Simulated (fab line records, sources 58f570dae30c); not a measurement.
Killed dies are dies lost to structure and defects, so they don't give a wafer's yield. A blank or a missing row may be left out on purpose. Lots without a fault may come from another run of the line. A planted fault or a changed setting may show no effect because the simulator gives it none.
Split-lot experiment | flow berkeley_cmos170 | 5 lots, 23 wafers read, on a route of 331 steps

THE SPLIT
At UCB170_NWELL_OXIDATION_01 (target thk 26.4 nm, ox time 1260 s), the setting temp_c was moved away from the recipe's 1000 C on 20 of the 23 wafers read, by -2.8% to +1.4%. The other wafers ran this setting at the recipe's value.

The file shows no step between the split and the reading.

THE READING
NWELL_OXIDE_THK, in nm, at UCB170_NWELL_THK_MEAS_02. Fault-free wafers of this fab line usually give 26.8 nm, standard deviation 0.54 nm.

wafer  | tool, chamber at the split | temp_c as run, C | against the recipe | NWELL_OXIDE_THK, nm | against lot-mates on the recipe
L075.1 | -, -                       | 972              | -2.8%              | 20.3                | no lot-mate on the recipe
L075.3 | -, -                       | 972              | -2.8%              | 20.5                | no lot-mate on the recipe
L075.4 | -, -                       | 972              | -2.8%              | 20.5                | no lot-mate on the recipe
L075.5 | -, -                       | 972              | -2.8%              | 20.6                | no lot-mate on the recipe
L075.6 | -, -                       | 972              | -2.8%              | 20.7                | no lot-mate on the recipe
L076.2 | -, -                       | 979.3            | -2.1%              | 22.6                | no lot-mate on the recipe
L076.3 | -, -                       | 979.3            | -2.1%              | 22.8                | no lot-mate on the recipe
L076.4 | -, -                       | 979.3            | -2.1%              | 22.5                | no lot-mate on the recipe
L076.5 | -, -                       | 979.3            | -2.1%              | 22.7                | no lot-mate on the recipe
L076.6 | -, -                       | 979.3            | -2.1%              | 22.2                | no lot-mate on the recipe
L083.1 | -, -                       | 1013             | +1.3%              | 30.3                | no lot-mate on the recipe
L083.2 | -, -                       | 1013             | +1.3%              | 30.0                | no lot-mate on the recipe
L083.3 | -, -                       | 1013             | +1.3%              | 30.1                | no lot-mate on the recipe
L083.4 | -, -                       | 1013             | +1.3%              | 30.2                | no lot-mate on the recipe
L083.6 | -, -                       | 1013             | +1.3%              | 30.2                | no lot-mate on the recipe
L082.2 | furnace-04, 0              | 1000             | recipe             | 26.8                | -
L082.4 | furnace-04, 0              | 1000             | recipe             | 26.9                | -
L082.5 | furnace-04, 0              | 1000             | recipe             | 27.0                | -
L084.2 | -, -                       | 1014             | +1.4%              | 29.6                | no lot-mate on the recipe
L084.3 | -, -                       | 1014             | +1.4%              | 29.6                | no lot-mate on the recipe
L084.4 | -, -                       | 1014             | +1.4%              | 29.8                | no lot-mate on the recipe
L084.5 | -, -                       | 1014             | +1.4%              | 29.6                | no lot-mate on the recipe
L084.6 | -, -                       | 1014             | +1.4%              | 29.6                | no lot-mate on the recipe

THE FIT
A straight line over all 23 wafers: NWELL_OXIDE_THK changes by +2.22 nm for each +1% of temp_c; r = +1.00; the points scatter about the line by 0.33 nm.
Too few moved wafers have a lot-mate on the recipe to fit a line with each lot's own level taken away.

THE WHOLE CHAIN: every reading that the file lists as answering this split, in the file's order
step                      | what it does                       | reading                                                                            | change (the file's fit)              | r (the file's)
UCB170_NWELL_OXIDATION_01 | target thk 26.4 nm, ox time 1260 s | SiO2_of_NWELL_OXIDATION_01.thk_nm (the simulator's own value, which no gauge read) | +2.22 nm for each +1% of the setting | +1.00
UCB170_NWELL_THK_MEAS_02  |                                    | NWELL_OXIDE_THK                                                                    | +2.22 for each +1% of the setting    | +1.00

THE FILE'S OWN FIT
NWELL_OXIDE_THK changes by +2.22 nm for each +1% of temp_c, r = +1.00.
